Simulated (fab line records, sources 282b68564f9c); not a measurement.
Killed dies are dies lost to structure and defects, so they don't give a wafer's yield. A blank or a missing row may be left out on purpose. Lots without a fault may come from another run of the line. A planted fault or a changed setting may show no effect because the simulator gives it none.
A struck lot beside a sound one | flow rit_cmos | 17 steps out of a route of 202
Sound: wafers L156.2, L156.5, L156.6. Struck: wafers L163.2, L163.3, L163.4. The cause comes at the end.
At each step with rows: each side's tool, then ch and its chambers, then its first start. Under that, the readings that differ: sound wafers | struck wafers | difference of the means | sigmas: that difference in standard deviations of wafers without a fault.
alike: readings whose means differ by less than 2 such deviations, and words and numbers that are the same on both sides. not compared: withheld readings, readings that some wafer has no value for, bounds like >300 that may hide the same value, and numbers for which the record gives no deviation and whose values overlap.
The two part at a step that has a row with sigmas, a row that says differs or no value, or rows on one side only. Numbers that don't overlap but have no deviation are shown without sigmas and don't part them. A reading that every wafer of one side lacks parts them only if that side has two wafers or more.

first, 1 step without rows for these wafers: RIT_PSD_IMPLANT_08.
RIT_PSD_STRIP_09: strips in O2, time 180 s.
  sound on plasma_asher-02 ch 0,1, day 5 04:14; struck on plasma_asher-01 ch 0,1, day 6 14:27
  alike: drypump_motor_current_A
  not compared: rf_hours_counter_h
RIT_PSD_TW_MEAS_10:
  sound on film_metro-04, day 5 04:25; struck on film_metro-04, day 6 14:38
  alike: PSD_TW
then, 3 steps without rows for these wafers: RIT_SDANNEAL_CLEAN_00 (cleans in SC1, time 600 s); RIT_SDANNEAL_CLEAN_01 (cleans in dHF, time 30 s); RIT_SDANNEAL_CLEAN_02 (cleans in SC2, time 600 s).
RIT_SDANNEAL_RTA_03: time 5 s.
  sound on rtp_anneal-01 ch 0, day 5 04:50; struck on rtp_anneal-02 ch 0, day 6 15:05
  reading           | sound                | struck               | difference | sigmas
  anneal_temp_c_max | 1056.2 1058.0 1059.5 | 1053.3 1053.3 1053.0 | -4.7       | -3
  alike: wafer_temp_C_max
RIT_SDANNEAL_RS_MEAS_04: measures by four-point-probe.
  sound on film_metro-04, day 5 04:55; struck on film_metro-02, day 6 15:10
  alike: PSD_RS
RIT_SDANNEAL_RS_MEAS_05: measures by four-point-probe.
  sound on film_metro-04, day 5 05:02; struck on film_metro-02, day 6 15:17
  reading         | sound             | struck            | difference | sigmas
  NSD_RS (ohm/sq) | 83.73 84.06 83.80 | 84.46 84.44 84.49 | +0.60      | +2
RIT_SDANNEAL_RS_MEAS_06: measures by four-point-probe.
  sound on film_metro-04, day 5 05:09; struck on film_metro-02, day 6 15:24
  alike: PLDD_RS
RIT_SDANNEAL_RS_MEAS_07: measures by four-point-probe.
  sound on film_metro-04, day 5 05:16; struck on film_metro-02, day 6 15:31
  reading          | sound             | struck            | difference | sigmas
  NLDD_RS (ohm/sq) | 150.9 151.6 151.3 | 152.8 152.3 152.2 | +1.2       | +2
then, 1 step without rows for these wafers: RIT_SILICIDE_WET_ETCH_00 (etches SiO2 in BOE, target depth 14 nm, time 15 s).
RIT_SILICIDE_SPUTTER_01: material Ti, target thk 30 nm, time 240 s.
  sound on pvd_sputter-01, day 5 05:23; struck on pvd_sputter-04, day 6 15:38
  reading                                     | sound                | struck               | difference | sigmas
  chamber_pressure_pa (Pa)                    | 0.6658 0.6649 0.6678 | 0.5830 0.5826 0.5824 | -0.0835    | -64
  throttle_valve_pct (%)                      | 27.4 27.6 29.0       | 33.7 30.1 33.6       | +4.5       | +3
  model.Ti_of_SILICIDE_SPUTTER_01.thk_nm (nm) | 30.13 30.11 30.09    | 30.63 30.53 30.57    | +0.47      |
RIT_SILICIDE_RS_MEAS_02: measures by four-point-probe.
  sound on film_metro-02, day 5 05:33; struck on film_metro-02, day 6 15:48
  reading                 | sound          | struck         | difference | sigmas
  SILICIDE_TI_RS (ohm/sq) | 47.6 47.7 47.7 | 37.1 37.2 37.2 | -10.5      | -16
RIT_SILICIDE_THK_MEAS_03: measures by xrf.
  sound on film_metro-02, day 5 05:40; struck on film_metro-02, day 6 15:55
  alike: SILICIDE_TI_THK
RIT_SILICIDE_RTA_04: time 10 s, ramp up 5 s, ramp down 5 s.
  sound on rtp_anneal-02 ch 0, day 5 05:43; struck on rtp_anneal-01 ch 0, day 6 15:59
  reading           | sound             | struck            | difference | sigmas
  anneal_temp_c_max | 652.4 652.0 652.1 | 654.4 655.4 654.5 | +2.6       | +2
  alike: wafer_temp_C_max
RIT_M1_PROBE_99:
  sound on prober-01, day 5 12:34; struck on prober-02, day 6 23:25
  reading                         | sound             | struck            | difference | sigmas
  model.etest.npoly_sal.rs_ohm_sq | 4.322 4.327 4.328 | 4.298 4.307 4.311 | -0.020     |
  model.etest.ppoly_sal.rs_ohm_sq | 4.276 4.308 4.299 | 4.274 4.26 4.242  | -0.036     |
  alike: killed_at_contacts, killed_at_front_end, killed_dies, killed_open, killed_short
  not compared: model.etest.contact_pplus.end_ohm_um, model.etest.npoly_line.rs_ohm_sq, model.etest.ppoly_line.rs_ohm_sq, model.etest.pplus_sal.rs_ohm_sq, model.etest.nplus_sal.rs_ohm_sq, model.etest.pplus_sal.line_ohm_um

WHERE THEY PART
First at RIT_SDANNEAL_RTA_03; last, within this record, at RIT_SILICIDE_RTA_04. Later steps at which nothing parts them and some readings are alike: RIT_M1_PROBE_99.

WHY: what the simulator had put in
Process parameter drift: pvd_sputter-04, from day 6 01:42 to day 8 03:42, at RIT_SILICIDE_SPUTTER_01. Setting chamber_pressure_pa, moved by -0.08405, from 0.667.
